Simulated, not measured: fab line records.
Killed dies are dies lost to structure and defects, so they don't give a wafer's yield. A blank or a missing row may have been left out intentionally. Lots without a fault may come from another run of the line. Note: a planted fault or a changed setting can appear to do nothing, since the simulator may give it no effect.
Which tool was responsible?    flow berkeley_cmos170    Sampling: 14 lots, 42 wafers, 4 of 331 route steps

== WHAT THE GAUGES READ, wafer by wafer ==
UCB170_FIELD_THK_MEAS_90.
lot   measured     on             FIELD_OXIDE_LEFT_1_THK (nm)
L551  day 5 21:02  film_metro-03  467 461 458
L552  day 6 10:48  film_metro-03  438 450 455
L553  day 6 10:48  film_metro-04  454 444 453
L555  day 7 05:09  film_metro-03  468 457 445
L557  day 7 05:13  film_metro-02  456 455 452
L554  day 7 05:16  film_metro-03  440 444 448
L558  day 7 16:32  film_metro-03  460 451 461
L562  day 8 09:45  film_metro-04  452 437 441
L563  day 8 09:49  film_metro-04  435 427 430
L560  day 8 09:49  film_metro-02  446 442 452
L564  day 9 05:43  film_metro-04  455 463 453
L568  day 9 15:34  film_metro-04  450 446 444
L565  day 9 15:35  film_metro-02  437 444 446
L567  day 9 15:37  film_metro-02  443 434 440

UCB170_NLDD_TW_MEAS_11.
lot   measured      on             NLDD_TW
L551  day 7 13:13   film_metro-04  2233 2233 2230
L552  day 8 01:59   film_metro-02  2193 2182 2189
L553  day 8 01:16   film_metro-04  2211 2214 2202
L555  day 8 18:28   film_metro-02  2197 2192 2189
L557  day 8 18:56   film_metro-02  2179 2193 2192
L554  day 8 17:29   film_metro-04  2218 2206 2207
L558  day 9 12:41   film_metro-01  2231 2233 2224
L562  day 10 03:13  film_metro-01  2224 2216 2215
L563  day 10 03:22  film_metro-04  2227 2231 2234
L560  day 10 02:50  film_metro-04  2223 2223 2220
L564  day 10 19:31  film_metro-02  2181 2177 2184
L568  day 11 06:43  film_metro-04  2202 2210 2208
L565  day 11 06:22  film_metro-04  2200 2221 2209
L567  day 11 04:53  film_metro-02  2169 2178 2174

UCB170_M3_RS_MEAS_02: measures by four-point-probe.
lot   measured      on             M3_AL_RS (ohm/sq)
L551  day 9 12:35   film_metro-02  0.0321 0.0322 0.0321
L552  day 9 13:10   film_metro-02  0.0319 0.0320 0.0320
L553  day 9 12:56   film_metro-02  0.0325 0.0324 0.0327
L555  day 10 07:32  film_metro-01  0.0322 0.0325 0.0322
L557  day 10 08:05  film_metro-04  0.0325 0.0325 0.0325
L554  day 10 07:48  film_metro-04  0.0323 0.0325 0.0327
L558  day 11 03:23  film_metro-01  0.0323 0.0320 0.0319
L562  day 11 13:40  film_metro-02  0.0325 0.0325 0.0326
L563  day 11 12:16  film_metro-04  0.0324 0.0323 0.0323
L560  day 11 11:16  film_metro-02  0.0323 0.0321 0.0320
L564  day 12 03:14  film_metro-02  0.0324 0.0323 0.0325
L568  day 12 15:35  film_metro-04  0.0322 0.0325 0.0327
L565  day 12 15:22  film_metro-02  0.0316 0.0316 0.0320
L567  day 12 16:07  film_metro-02  0.0322 0.0323 0.0323

== WHICH TOOL RAN EACH LOT (tool, then ch and the chambers of the sampled wafers, then the start) ==
lot   UCB170_GATE_ETCH_15
L551  rie_si-01 ch 0,1,3, day 7 07:50
L552  rie_si-01 ch 2,3, day 7 21:53
L553  rie_si-02 ch 0,1,2, day 7 21:37
L555  rie_si-01 ch 0,2,3, day 8 13:17
L557  rie_si-01 ch 0,1,2, day 8 13:35
L554  rie_si-02 ch 2,3, day 8 13:00
L558  rie_si-01 ch 0,3, day 9 02:20
L562  rie_si-02 ch 1,2,3, day 9 22:19
L563  rie_si-01 ch 1,2,3, day 9 22:12
L560  rie_si-02 ch 0,1,2, day 9 22:05
L564  rie_si-02 ch 0,3, day 10 15:47
L568  rie_si-02 ch 0,2, day 11 01:44
L565  rie_si-01 ch 1,2, day 11 01:34
L567  rie_si-01 ch 0,1,3, day 11 01:05
- UCB170_GATE_ETCH_15: etches poly-Si in HBr/Cl2, stops on SiO2, time 56.3 s, target depth 278.2 nm.

== AS READ BY THE TOOLS THEMSELVES (means over the sampled wafers that have a number; for cases with no such wafer, the mark the record gives instead) ==
UCB170_GATE_ETCH_15.
lot   tool       bias_w (W)  drypump_motor_current_A (A)  oes_product_au (a.u.)  throttle_valve_pct (%)
L551  rie_si-01  149.7       5.5                          0.841                  26.27
L552  rie_si-01  150.2       5.5                          0.842                  26.12
L553  rie_si-02  150.1       5.3                          0.840                  26.51
L555  rie_si-01  150.0       5.8                          0.822                  26.17
L557  rie_si-01  150.2       6.0                          0.832                  26.23
L554  rie_si-02  149.5       4.9                          0.828                  26.51
L558  rie_si-01  149.8       5.3                          0.832                  26.21
L562  rie_si-02  150.1       5.3                          0.831                  26.53
L563  rie_si-01  150.1       5.6                          0.833                  26.17
L560  rie_si-02  149.9       5.3                          0.831                  26.50
L564  rie_si-02  150.1       4.8                          0.817                  26.58
L568  rie_si-02  149.6       5.1                          0.838                  26.39
L565  rie_si-01  156.6       6.1                          0.845                  26.14
L567  rie_si-01  157.0       5.5                          0.824                  26.25

== THE ANSWER, worked out from the rows above alone ==
Rule: the lots themselves supply what counts as usual. Put in order of their means at a reading, lots are off if they are a third of the lots or fewer, leave a main group of 4 or more, and stand apart from it by a gap of 3 or more times the standard deviation of the main group's means; of several such gaps the widest counts. A main group is skipped when, at the precision printed for the reading in the tables above, its means are all equal. Also off: a lot with no number at a reading for which 4 or more lots have one. Where the step has rows for the other lots, those lots are counted as sound. Order of review: gauges by route order, followed by the tools' own readings, for which a lot's mean as printed above is used. The first step at which some lot is off is used, and at that step the reading that is off furthest; a lot without a number counts as furthest.
Off: L565, L567, at UCB170_GATE_ETCH_15 (bias_w). For the main group the mean is 149.9 W and the standard deviation 0.23.
If a tool, at that step or one of the process steps before it, ran each lot that is off and ran no sound lot following the first of them, it fits. One fits: rie_si-01 at UCB170_GATE_ETCH_15. Its last sound lot is L563 (day 9 22:12), its first lot that is off L567 (day 11 01:05): a fault that began between those two fits.
The tool's own readings at UCB170_GATE_ETCH_15 bear it out: on the lots that are off they differ by more than 5 times the standard deviation of the sound lots' means. bias_w reads 156.8 W there against 149.9 W on the sound lots.

== WHAT THE SIMULATOR HAD PUT IN ==
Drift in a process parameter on rie_si-01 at UCB170_GATE_ETCH_15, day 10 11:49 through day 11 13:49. The setting bias_w was moved by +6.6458, starting from 150.
Shown lots that were struck: L565, L567. The rule above reached the same finding.
